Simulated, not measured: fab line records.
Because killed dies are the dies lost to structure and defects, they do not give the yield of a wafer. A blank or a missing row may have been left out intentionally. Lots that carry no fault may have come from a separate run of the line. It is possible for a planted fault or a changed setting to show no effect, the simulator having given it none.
Split-lot trial / flow ritCmos / route with 202 steps; 5 lots, 23 wafers read

THE SPLIT ITSELF
At RIT_NRETRO_COAT_01 (resist thk 1300 nm), the setting spinRpm was moved away from the recipe's 2000 rpm on 6 of the 23 wafers read, by -6.7% to -3.1%. All remaining wafers had this setting at the recipe value.

FROM THE SPLIT TO THE READING: what the file shows between them, 3 steps
- RIT_NRETRO_SOFTBAKE_02: time 60 s
- RIT_NRETRO_EXPOSE_03: exposes mask M4, target cd 43900 nm
- RIT_NRETRO_DEVELOP_05: develop time 68 s

THE READING
NOVOLAK_of_NRETRO_COAT_01.thkNm (the simulator's own value, which no gauge read), in nm, at RIT_NRETRO_HARDBAKE_07 (time 120 s). No usual value for it is given in the file. Across the 17 wafers here that went through the recipe, the average is 1138 nm and the standard deviation 2.8 nm.

wafer=L078.2; tool, chamber at the split=lithoTrack-02, 0; spinRpm as run, rpm=2000; against the recipe=recipe; NOVOLAK_of_NRETRO_COAT_01.thkNm, nm=1139; against lot-mates on the recipe=-
wafer=L078.3; tool, chamber at the split=lithoTrack-02, 0; spinRpm as run, rpm=2000; against the recipe=recipe; NOVOLAK_of_NRETRO_COAT_01.thkNm, nm=1136; against lot-mates on the recipe=-
wafer=L078.4; tool, chamber at the split=lithoTrack-02, 0; spinRpm as run, rpm=2000; against the recipe=recipe; NOVOLAK_of_NRETRO_COAT_01.thkNm, nm=1138; against lot-mates on the recipe=-
wafer=L078.5; tool, chamber at the split=lithoTrack-02, 0; spinRpm as run, rpm=2000; against the recipe=recipe; NOVOLAK_of_NRETRO_COAT_01.thkNm, nm=1140; against lot-mates on the recipe=-
wafer=L078.6; tool, chamber at the split=lithoTrack-02, 0; spinRpm as run, rpm=2000; against the recipe=recipe; NOVOLAK_of_NRETRO_COAT_01.thkNm, nm=1142; against lot-mates on the recipe=-
wafer=L079.1; tool, chamber at the split=lithoTrack-03, 0; spinRpm as run, rpm=2000; against the recipe=recipe; NOVOLAK_of_NRETRO_COAT_01.thkNm, nm=1141; against lot-mates on the recipe=-
wafer=L079.2; tool, chamber at the split=lithoTrack-03, 0; spinRpm as run, rpm=2000; against the recipe=recipe; NOVOLAK_of_NRETRO_COAT_01.thkNm, nm=1139; against lot-mates on the recipe=-
wafer=L079.6; tool, chamber at the split=lithoTrack-03, 0; spinRpm as run, rpm=2000; against the recipe=recipe; NOVOLAK_of_NRETRO_COAT_01.thkNm, nm=1139; against lot-mates on the recipe=-
wafer=L079.3; tool, chamber at the split=lithoTrack-03, 0; spinRpm as run, rpm=2000; against the recipe=recipe; NOVOLAK_of_NRETRO_COAT_01.thkNm, nm=1138; against lot-mates on the recipe=-
wafer=L079.4; tool, chamber at the split=lithoTrack-03, 0; spinRpm as run, rpm=2000; against the recipe=recipe; NOVOLAK_of_NRETRO_COAT_01.thkNm, nm=1136; against lot-mates on the recipe=-
wafer=L080.1; tool, chamber at the split=lithoTrack-02, 0; spinRpm as run, rpm=1937; against the recipe=-3.1%; NOVOLAK_of_NRETRO_COAT_01.thkNm, nm=1153; against lot-mates on the recipe=+17
wafer=L080.2; tool, chamber at the split=lithoTrack-02, 0; spinRpm as run, rpm=2000; against the recipe=recipe; NOVOLAK_of_NRETRO_COAT_01.thkNm, nm=1137; against lot-mates on the recipe=-
wafer=L080.3; tool, chamber at the split=lithoTrack-02, 0; spinRpm as run, rpm=2000; against the recipe=recipe; NOVOLAK_of_NRETRO_COAT_01.thkNm, nm=1135; against lot-mates on the recipe=-
wafer=L080.4; tool, chamber at the split=lithoTrack-02, 0; spinRpm as run, rpm=1937; against the recipe=-3.1%; NOVOLAK_of_NRETRO_COAT_01.thkNm, nm=1155; against lot-mates on the recipe=+19
wafer=L080.6; tool, chamber at the split=lithoTrack-02, 0; spinRpm as run, rpm=1937; against the recipe=-3.1%; NOVOLAK_of_NRETRO_COAT_01.thkNm, nm=1157; against lot-mates on the recipe=+21
wafer=L083.1; tool, chamber at the split=lithoTrack-03, 0; spinRpm as run, rpm=1866; against the recipe=-6.7%; NOVOLAK_of_NRETRO_COAT_01.thkNm, nm=1174; against lot-mates on the recipe=+42
wafer=L083.2; tool, chamber at the split=lithoTrack-03, 0; spinRpm as run, rpm=1866; against the recipe=-6.7%; NOVOLAK_of_NRETRO_COAT_01.thkNm, nm=1171; against lot-mates on the recipe=+38
wafer=L083.3; tool, chamber at the split=lithoTrack-03, 0; spinRpm as run, rpm=2000; against the recipe=recipe; NOVOLAK_of_NRETRO_COAT_01.thkNm, nm=1133; against lot-mates on the recipe=-
wafer=L083.5; tool, chamber at the split=lithoTrack-03, 0; spinRpm as run, rpm=2000; against the recipe=recipe; NOVOLAK_of_NRETRO_COAT_01.thkNm, nm=1132; against lot-mates on the recipe=-
wafer=L083.6; tool, chamber at the split=lithoTrack-03, 0; spinRpm as run, rpm=1866; against the recipe=-6.7%; NOVOLAK_of_NRETRO_COAT_01.thkNm, nm=1172; against lot-mates on the recipe=+40
wafer=L085.2; tool, chamber at the split=lithoTrack-03, 0; spinRpm as run, rpm=2000; against the recipe=recipe; NOVOLAK_of_NRETRO_COAT_01.thkNm, nm=1137; against lot-mates on the recipe=-
wafer=L085.3; tool, chamber at the split=lithoTrack-03, 0; spinRpm as run, rpm=2000; against the recipe=recipe; NOVOLAK_of_NRETRO_COAT_01.thkNm, nm=1142; against lot-mates on the recipe=-
wafer=L085.6; tool, chamber at the split=lithoTrack-03, 0; spinRpm as run, rpm=2000; against the recipe=recipe; NOVOLAK_of_NRETRO_COAT_01.thkNm, nm=1141; against lot-mates on the recipe=-

THE FIT
A straight line over all 23 wafers: NOVOLAK_of_NRETRO_COAT_01.thkNm changes by -5.17 nm for each +1% of spinRpm; r = -0.98; the points scatter about the line by 2.7 nm.
The same after taking each lot's own level away (the mean of its wafers on the recipe; 23 wafers): -5.96 nm for each +1%; r = -0.99; scatter 1.7 nm.
The reading moves by 40 nm for the largest change in spinRpm, on that fit.
The lots' own levels span 1132.5 to 1140.0 nm, that is 2.6 times the standard deviation above.
So the slope is not independent of the lot-to-lot level: the two fits are not the same.
Check: for one of the wafers moved furthest among these (-6.7%), held out of the fit, the line's prediction against its lot-mates is +39.3 nm. It came out at +41.5 nm against them.

FURTHER SPLITS ON THESE WAFERS
These wafers also went through other splits before the reading. Each is held against what the fit with the lots' levels taken away leaves over:
other split on the same wafers=RIT_ACTIVE_OXIDATION_01 tempC; wafers away from the commonest value=18; r with NOVOLAK_of_NRETRO_COAT_01.thkNm (lot level and that fit taken away)=-0.02
other split on the same wafers=RIT_ACTIVE_STRIP_14 pressureMtorr; wafers away from the commonest value=18; r with NOVOLAK_of_NRETRO_COAT_01.thkNm (lot level and that fit taken away)=+0.01
other split on the same wafers=RIT_FOX2_OXIDATION_00 oxTimeS; wafers away from the commonest value=15; r with NOVOLAK_of_NRETRO_COAT_01.thkNm (lot level and that fit taken away)=+0.04
other split on the same wafers=RIT_NWELL_IMPLANT_08 doseCm2; wafers away from the commonest value=9; r with NOVOLAK_of_NRETRO_COAT_01.thkNm (lot level and that fit taken away)=-0.11

THE WHOLE CHAIN: every reading that the file lists as answering this split, in the file's order
step=RIT_NRETRO_COAT_01; what it does=resist thk 1300 nm; reading=NOVOLAK_of_NRETRO_COAT_01.thkNm (the simulator's own value, which no gauge read); change (the file's fit)=-6.95 nm for each +1% of the setting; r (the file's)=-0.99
step=RIT_NRETRO_HARDBAKE_07; what it does=time 120 s; reading=NOVOLAK_of_NRETRO_COAT_01.thkNm (the simulator's own value, which no gauge read); change (the file's fit)=-5.98 nm for each +1% of the setting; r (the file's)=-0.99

FILE'S OWN FIT
NOVOLAK_of_NRETRO_COAT_01.thkNm changes by -5.98 nm for each +1% of spinRpm, r = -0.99.
